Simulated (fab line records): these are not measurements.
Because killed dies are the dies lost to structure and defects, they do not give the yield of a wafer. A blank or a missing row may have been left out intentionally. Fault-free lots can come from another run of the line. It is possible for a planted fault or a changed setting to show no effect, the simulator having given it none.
A single fault, viewed from 2 desks    flow berkeleyCmos170    each desk holds nothing but its own numbers, with what lay behind them at the end

== FOR THE TOOL OWNER'S DESK: plasmaAsher-01 ==
The tool's own readings at UCB170_CONTACT_STRIP_19 (strips in O2): means of the sampled wafers that have a number, for each lot that ran on this tool. If a lot's mean is further than 4 standard deviations from the usual mean, the lot is out of limits and carries the mark OUT (the distance appears in the brackets).
Columns: A = chamberPressureMTorr at UCB170_CONTACT_STRIP_19, usual 3500 mTorr; B = drypumpMotorCurrentA at UCB170_CONTACT_STRIP_19, usual 5.7 A; C = oesProductAu at UCB170_CONTACT_STRIP_19, usual 0.726 a.u.
lot   first seen here  A     B    C
L201  day 8 11:59      3499  5.8  0.725
This desk's finding: nothing out of limits on the one lot.

== FROM THE METROLOGY DESK ==
Lot by lot, what the gauges showed, no matter which tool ran the lot: averages of those sampled wafers that carry a number. If a lot's mean is further than 4 standard deviations from the usual mean, the lot is out of limits and carries the mark OUT (the distance appears in the brackets).
Columns: A = cdNm at UCB170_CONTACT_CD_MEAS_15, usual 699.4 nm; B = CONTACT_OVL at UCB170_CONTACT_OVL_MEAS_16, usual -1 nm; C = cdNm at UCB170_CONTACT_CD_MEAS_90, usual 699.2 nm
lot   first seen here  A      B   C
L201  day 8 11:41      699.0  0   699.2
L204  day 9 04:43      699.2  5   698.7
L212  day 10 07:06     701.2  5   700.2
L209  day 10 07:20     700.9  1   701.4
L218  day 11 17:24     698.8  -2  698.2
L223  day 12 21:46     699.5  -5  698.2
Result from this desk: across the 6 lots, nothing is out of limits.

== TAKEN TOGETHER ==
Nothing out of limits was seen by the tool owner's desk.
The metrology desk saw nothing out of limits.

== WHAT HAD BEEN PUT IN BY THE SIMULATOR ==
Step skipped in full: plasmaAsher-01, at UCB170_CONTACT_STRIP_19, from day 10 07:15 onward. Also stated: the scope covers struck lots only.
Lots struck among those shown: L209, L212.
